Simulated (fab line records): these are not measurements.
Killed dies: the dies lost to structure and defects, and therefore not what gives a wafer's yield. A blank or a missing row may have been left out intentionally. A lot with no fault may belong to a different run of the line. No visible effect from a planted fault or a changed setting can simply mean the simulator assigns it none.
Split-lot experiment :: flow rit-cmos :: on a route of 202 steps: 5 lots, 23 wafers read

== THE SPLIT ==
At RIT_CONTACT_DEVELOP_07 (develop time 120 s), the setting develop-time-s was moved away from the recipe's 120 s on 12 of the 23 wafers read, by -10.5% to +8.9%. This setting was run at the recipe's value on the other wafers.

== FROM THE SPLIT TO THE READING: what the file shows between them, 4 steps ==
- RIT_CONTACT_CD_MEAS_08: target cd 1000 nm
- RIT_CONTACT_HARDBAKE_10: time 60 s
- RIT_CONTACT_ETCH_11: etches SiO2 in CHF3/CF4/Ar, stops on TiSi2, target depth 480 nm, time 320 s
- RIT_CONTACT_STRIP_12: strips in O2, time 180 s

== THE READING ==
Shown in nm: cd-nm at RIT_CONTACT_CD_MEAS_90, with target cd 1000 nm. On this fab line, fault-free wafers typically give 999.8 nm with a standard deviation of 2.4 nm.

wafer: L075.1
tool, chamber at the split: litho-track-02, 0
develop-time-s as run, s: 107.4
against the recipe: -10.5%
cd-nm, nm: 988.2
against lot-mates on the recipe: -8.6

wafer: L075.2
tool, chamber at the split: litho-track-02, 0
develop-time-s as run, s: 107.4
against the recipe: -10.5%
cd-nm, nm: 987.7
against lot-mates on the recipe: -9.1

wafer: L075.3
tool, chamber at the split: litho-track-02, 0
develop-time-s as run, s: 120
against the recipe: recipe
cd-nm, nm: 996.2
against lot-mates on the recipe: -

wafer: L075.5
tool, chamber at the split: litho-track-02, 0
develop-time-s as run, s: 120
against the recipe: recipe
cd-nm, nm: 997.4
against lot-mates on the recipe: -

wafer: L075.6
tool, chamber at the split: litho-track-02, 0
develop-time-s as run, s: 107.4
against the recipe: -10.5%
cd-nm, nm: 987.3
against lot-mates on the recipe: -9.5

wafer: L078.1
tool, chamber at the split: litho-track-04, 0
develop-time-s as run, s: 127.3
against the recipe: +6.1%
cd-nm, nm: 1005.4
against lot-mates on the recipe: +5.4

wafer: L078.2
tool, chamber at the split: litho-track-04, 0
develop-time-s as run, s: 127.3
against the recipe: +6.1%
cd-nm, nm: 1006.3
against lot-mates on the recipe: +6.3

wafer: L078.4
tool, chamber at the split: litho-track-04, 0
develop-time-s as run, s: 127.3
against the recipe: +6.1%
cd-nm, nm: 1005.0
against lot-mates on the recipe: +5.0

wafer: L078.5
tool, chamber at the split: litho-track-04, 0
develop-time-s as run, s: 120
against the recipe: recipe
cd-nm, nm: 999.4
against lot-mates on the recipe: -

wafer: L078.6
tool, chamber at the split: litho-track-04, 0
develop-time-s as run, s: 120
against the recipe: recipe
cd-nm, nm: 1000.5
against lot-mates on the recipe: -

wafer: L081.2
tool, chamber at the split: litho-track-01, 0
develop-time-s as run, s: 113.9
against the recipe: -5.1%
cd-nm, nm: 994.3
against lot-mates on the recipe: -2.6

wafer: L081.3
tool, chamber at the split: litho-track-01, 0
develop-time-s as run, s: 120
against the recipe: recipe
cd-nm, nm: 997.4
against lot-mates on the recipe: -

wafer: L081.4
tool, chamber at the split: litho-track-01, 0
develop-time-s as run, s: 113.9
against the recipe: -5.1%
cd-nm, nm: 995.3
against lot-mates on the recipe: -1.6

wafer: L081.5
tool, chamber at the split: litho-track-01, 0
develop-time-s as run, s: 113.9
against the recipe: -5.1%
cd-nm, nm: 991.1
against lot-mates on the recipe: -5.8

wafer: L081.6
tool, chamber at the split: litho-track-01, 0
develop-time-s as run, s: 120
against the recipe: recipe
cd-nm, nm: 996.4
against lot-mates on the recipe: -

wafer: L084.2
tool, chamber at the split: litho-track-01, 0
develop-time-s as run, s: 120
against the recipe: recipe
cd-nm, nm: 1000.1
against lot-mates on the recipe: -

wafer: L084.3
tool, chamber at the split: litho-track-01, 0
develop-time-s as run, s: 120
against the recipe: recipe
cd-nm, nm: 998.6
against lot-mates on the recipe: -

wafer: L084.5
tool, chamber at the split: litho-track-01, 0
develop-time-s as run, s: 120
against the recipe: recipe
cd-nm, nm: 998.1
against lot-mates on the recipe: -

wafer: L085.1
tool, chamber at the split: litho-track-01, 0
develop-time-s as run, s: 130.7
against the recipe: +8.9%
cd-nm, nm: 1012.5
against lot-mates on the recipe: +11.5

wafer: L085.2
tool, chamber at the split: litho-track-01, 0
develop-time-s as run, s: 130.7
against the recipe: +8.9%
cd-nm, nm: 1010.6
against lot-mates on the recipe: +9.6

wafer: L085.3
tool, chamber at the split: litho-track-01, 0
develop-time-s as run, s: 130.7
against the recipe: +8.9%
cd-nm, nm: 1009.5
against lot-mates on the recipe: +8.5

wafer: L085.5
tool, chamber at the split: litho-track-01, 0
develop-time-s as run, s: 120
against the recipe: recipe
cd-nm, nm: 1001.5
against lot-mates on the recipe: -

wafer: L085.6
tool, chamber at the split: litho-track-01, 0
develop-time-s as run, s: 120
against the recipe: recipe
cd-nm, nm: 1000.4
against lot-mates on the recipe: -

THE FIT
A straight line over all 23 wafers: cd-nm changes by +1.16 nm for each +1% of develop-time-s; r = +0.97; the points scatter about the line by 1.7 nm.
The same after taking each lot's own level away (the mean of its wafers on the recipe; 23 wafers): +0.93 nm for each +1%; r = +0.98; scatter 1.2 nm.
That fit puts the effect of the largest move of develop-time-s on the reading at 9.8 nm.
Measured against the standard deviation above, the lots' own levels, which go from 996.80 to 1000.95 nm, span 1.7 times it.
Thus the slope moves with the lot-to-lot level: the two fits are different.
Check: -9.45 nm against its lot-mates is what the line predicts for one of the wafers moved furthest among these (-10.5%) when that wafer is left out of the fit. It came out at -8.6 nm against them.

== ADDITIONAL SPLITS CARRIED BY THESE WAFERS ==
Before the reading, these wafers also passed through other splits. Each is held against what the fit with the lots' levels taken away leaves over:
other split on the same wafers: RIT_PLDD_COAT_01 resist-thk-nm
wafers away from the commonest value: 6
r with cd-nm (lot level and that fit taken away): +0.32

other split on the same wafers: RIT_SPACER_CVD_03 sih2cl2-flow-sccm
wafers away from the commonest value: 15
r with cd-nm (lot level and that fit taken away): +0.09

other split on the same wafers: RIT_NSD_COAT_01 spin-rpm
wafers away from the commonest value: 11
r with cd-nm (lot level and that fit taken away): -0.32

other split on the same wafers: RIT_CONTACT_CVD_00 time-s
wafers away from the commonest value: 4
r with cd-nm (lot level and that fit taken away): +0.15

other split on the same wafers: RIT_CONTACT_COAT_03 spin-rpm
wafers away from the commonest value: 7
r with cd-nm (lot level and that fit taken away): +0.43

== THE WHOLE CHAIN: every reading that the file lists as answering this split, in the file's order ==
step: RIT_CONTACT_CD_MEAS_08
what it does: target cd 1000 nm
reading: cd-nm
change (the file's fit): +0.928 nm for each +1% of the setting
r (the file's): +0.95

step: RIT_CONTACT_CD_MEAS_90
what it does: target cd 1000 nm
reading: cd-nm
change (the file's fit): +0.928 nm for each +1% of the setting
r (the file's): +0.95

== FILE'S OWN FIT ==
cd-nm changes by +0.928 nm for each +1% of develop-time-s, r = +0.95.
